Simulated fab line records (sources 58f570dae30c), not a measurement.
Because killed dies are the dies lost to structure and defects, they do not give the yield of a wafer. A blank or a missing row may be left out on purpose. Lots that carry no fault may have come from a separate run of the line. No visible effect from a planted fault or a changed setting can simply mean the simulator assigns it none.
Commonality check across tools | flow berkeley cmos170 | 15 lots, 45 wafers sampled

WHY IT WAS OPENED
UCB170_PWELL_THK_MEAS_06, reading PWELL_NITRIDE_THK: flagged on 3 of 15 lots. Wafers without a fault read 221.1 nm, standard deviation 1.7.
Rule: a lot is flagged when every wafer of it that has a number lies more than 4 standard deviations from that mean, or none has a number. As for the other lots, they are considered sound.

lot  | measured    | on            | PWELL_NITRIDE_THK (nm), wafer by wafer | flag
L665 | day 3 09:52 | film metro-03 | 220.4 220.7 220.0                      |
L668 | day 3 23:41 | film metro-03 | 219.4 221.1 221.0                      |
L667 | day 3 23:43 | film metro-02 | 221.5 222.0 223.3                      |
L669 | day 4 05:44 | film metro-02 | 223.2 221.4 221.9                      |
L670 | day 4 13:39 | film metro-02 | 218.8 219.0 220.2                      |
L671 | day 4 13:39 | film metro-01 | 222.3 221.2 222.4                      |
L672 | day 5 01:23 | film metro-02 | 219.6 223.0 221.3                      |
L673 | day 5 10:20 | film metro-02 | 222.5 220.7 222.9                      |
L675 | day 5 18:50 | film metro-01 | 220.8 220.7 219.1                      |
L676 | day 5 18:50 | film metro-03 | 220.3 219.6 220.9                      |
L678 | day 6 04:50 | film metro-01 | 443.3 442.3 444.8                      | FLAGGED
L679 | day 6 14:28 | film metro-03 | 221.2 221.2 217.8                      |
L677 | day 6 16:30 | film metro-02 | 440.2 442.8 444.1                      | FLAGGED
L683 | day 7 10:50 | film metro-02 | 438.2 436.9 436.9                      | FLAGGED
L687 | day 8 07:44 | film metro-03 | 217.9 219.5 216.6                      |
On average the flagged lots read 441.1 nm, which is +220.0 nm against the usual, or +99 or more standard deviations.

LOT BY LOT: THE TOOL USED
The record keeps 1 process step preceding the reading, out of 331 steps on the route. Each cell gives the tool, then ch followed by the chambers the sampled wafers passed through, then the start.
lot  | flag    | UCB170_PWELL_CVD_05
L665 |         | lpcvd-01 ch 1, day 3 07:55
L668 |         | lpcvd-01 ch 0, day 3 20:49
L667 |         | lpcvd-01 ch 1, day 3 20:49
L669 |         | lpcvd-01 ch 1, day 4 03:49
L670 |         | lpcvd-02 ch 0, day 4 11:44
L671 |         | lpcvd-02 ch 1, day 4 11:44
L672 |         | lpcvd-02 ch 1, day 4 23:27
L673 |         | lpcvd-02 ch 0, day 5 07:28
L675 |         | lpcvd-02 ch 0, day 5 16:55
L676 |         | lpcvd-02 ch 0, day 5 16:55
L678 | FLAGGED | lpcvd-01 ch 1, day 6 00:50
L679 |         | lpcvd-02 ch 1, day 6 12:30
L677 | FLAGGED | lpcvd-02 ch 0, day 6 12:30
L683 | FLAGGED | lpcvd-02 ch 1, day 7 05:38 and lpcvd-01 ch 1, day 7 08:51
L687 |         | lpcvd-02 ch 0, day 8 05:49
What is done by these steps:
- UCB170_PWELL_CVD_05: deposits Si3N4 from SiH2Cl2/NH3, target thk 220 nm, time 3300 s.
- UCB170_PWELL_THK_MEAS_06

FLAGGED OVER TOTAL, TOOL BY TOOL (the gauges that took the reading come last)
step                     | tool          | lots run | flagged | share of the flagged lots | sound lots run after its first flagged lot
UCB170_PWELL_CVD_05      | lpcvd-01      | 6        | 2       | some                      | 0
UCB170_PWELL_CVD_05      | lpcvd-02      | 10       | 2       | some                      | 1 (L687)
UCB170_PWELL_THK_MEAS_06 | film metro-01 | 3        | 1       | some                      | 0
UCB170_PWELL_THK_MEAS_06 | film metro-02 | 7        | 2       | some                      | 0
UCB170_PWELL_THK_MEAS_06 | film metro-03 | 5        | 0       | none                      | -

WHAT IS ALLOWED BY THE TABLE
No row of the table ran every flagged lot.

WHAT THE SIMULATOR HAD PUT IN
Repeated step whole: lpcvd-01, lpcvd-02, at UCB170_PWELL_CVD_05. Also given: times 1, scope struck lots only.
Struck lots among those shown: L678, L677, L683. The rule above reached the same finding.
